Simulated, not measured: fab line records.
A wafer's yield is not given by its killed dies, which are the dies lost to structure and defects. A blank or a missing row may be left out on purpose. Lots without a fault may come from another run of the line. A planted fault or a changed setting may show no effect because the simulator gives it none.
Split-lot trial + flow berkeley cmos170 + 5 lots, 23 wafers read, on a route of 331 steps

## ABOUT THE SPLIT
At UCB170_M1_COAT_04 (resist thk 900 nm), the setting resist thk nm was moved away from the recipe's 900 nm on 8 of the 23 wafers read, by +1.9% to +5.7%. For the rest of the wafers, this setting stayed at what the recipe calls for.

Reading taken at the split's own step.

## THE READING
KrF_of_M1_COAT_04.thk nm (the simulator's own value, which no gauge read), in nm, at UCB170_M1_COAT_04 (resist thk 900 nm). There is no usual value for it anywhere in the file. Average 900.8 nm, standard deviation 1.7 nm, over the 15 wafers here run with the recipe.

| wafer  | tool, chamber at the split | resist thk nm as run, nm | against the recipe | KrF_of_M1_COAT_04.thk nm, nm | against lot-mates on the recipe |
|--------|----------------------------|--------------------------|--------------------|------------------------------|---------------------------------|
| L075.1 | litho track-04, 0          | 900                      | recipe             | 902.7                        | -                               |
| L075.3 | litho track-04, 0          | 900                      | recipe             | 902.4                        | -                               |
| L075.4 | litho track-04, 0          | 900                      | recipe             | 904                          | -                               |
| L075.5 | litho track-04, 0          | 900                      | recipe             | 902.6                        | -                               |
| L075.6 | litho track-04, 0          | 900                      | recipe             | 902.1                        | -                               |
| L077.1 | litho track-01, 0          | 931.1                    | +3.5%              | 929.1                        | +29.4                           |
| L077.2 | litho track-01, 0          | 931.1                    | +3.5%              | 929.5                        | +29.8                           |
| L077.3 | litho track-01, 0          | 931.1                    | +3.5%              | 927.5                        | +27.8                           |
| L077.4 | litho track-01, 0          | 900                      | recipe             | 900.1                        | -                               |
| L077.5 | litho track-01, 0          | 900                      | recipe             | 899.3                        | -                               |
| L078.1 | litho track-02, 0          | 900                      | recipe             | 898.1                        | -                               |
| L078.3 | litho track-02, 0          | 900                      | recipe             | 900.2                        | -                               |
| L078.6 | litho track-02, 0          | 900                      | recipe             | 900                          | -                               |
| L080.1 | litho track-02, 0          | 917.3                    | +1.9%              | 919.9                        | +19.1                           |
| L080.2 | litho track-02, 0          | 900                      | recipe             | 901                          | -                               |
| L080.3 | litho track-02, 0          | 917.3                    | +1.9%              | 918.9                        | +18.1                           |
| L080.4 | litho track-02, 0          | 900                      | recipe             | 900.5                        | -                               |
| L080.5 | litho track-02, 0          | 917.3                    | +1.9%              | 919.8                        | +19.0                           |
| L082.1 | litho track-04, 0          | 951                      | +5.7%              | 954.1                        | +54.5                           |
| L082.2 | litho track-04, 0          | 900                      | recipe             | 901.4                        | -                               |
| L082.3 | litho track-04, 0          | 900                      | recipe             | 898.7                        | -                               |
| L082.5 | litho track-04, 0          | 951                      | +5.7%              | 953.5                        | +53.9                           |
| L082.6 | litho track-04, 0          | 900                      | recipe             | 898.6                        | -                               |

THE FIT
A straight line over all 23 wafers: KrF_of_M1_COAT_04.thk nm changes by +9 nm for each +1% of resist thk nm; r = +0.99; the points scatter about the line by 2.1 nm.
The same after taking each lot's own level away (the mean of its wafers on the recipe; 23 wafers): +9.23 nm for each +1%; r = +1.00; scatter 1.5 nm.
On that fit, the largest move of resist thk nm shifts the reading by 52 nm.
From 899.43 to 902.76 nm: that is the span of the lots' own levels, equal to 2.0 times the standard deviation above.
Consequently the slope shifts little with the lot-to-lot level, the two slopes agreeing.
Check: +51.2 nm against its lot-mates is what the line predicts for one of the wafers moved furthest among these (+5.7%) when that wafer is left out of the fit. Against them it came out at +54.5 nm.

## THESE WAFERS: OTHER SPLITS
Note: prior to the reading, these wafers also went through further splits. Each is held against what the fit with the lots' levels taken away leaves over:
| other split on the same wafers        | wafers away from the commonest value | r with KrF_of_M1_COAT_04.thk nm (lot level and that fit taken away) |
|---------------------------------------|--------------------------------------|---------------------------------------------------------------------|
| UCB170_GATE_EXPOSE_09 dose mj         | 11                                   | -0.09                                                               |
| UCB170_PLDD_EXPOSE_03 dose mj         | 5                                    | -0.10                                                               |
| UCB170_NLDD_COAT_01 spin rpm          | 4                                    | +0.05                                                               |
| UCB170_PSD_IMPLANT_08 dose cm2        | 7                                    | +0.28                                                               |
| UCB170_BACKSIDE_COAT_01 resist thk nm | 7                                    | -0.05                                                               |
| UCB170_SILICIDE_SPUTTER_01 power w    | 7                                    | +0.06                                                               |

## FILE'S OWN FIT
KrF_of_M1_COAT_04.thk nm changes by +9.29 nm for each +1% of resist thk nm, r = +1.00.
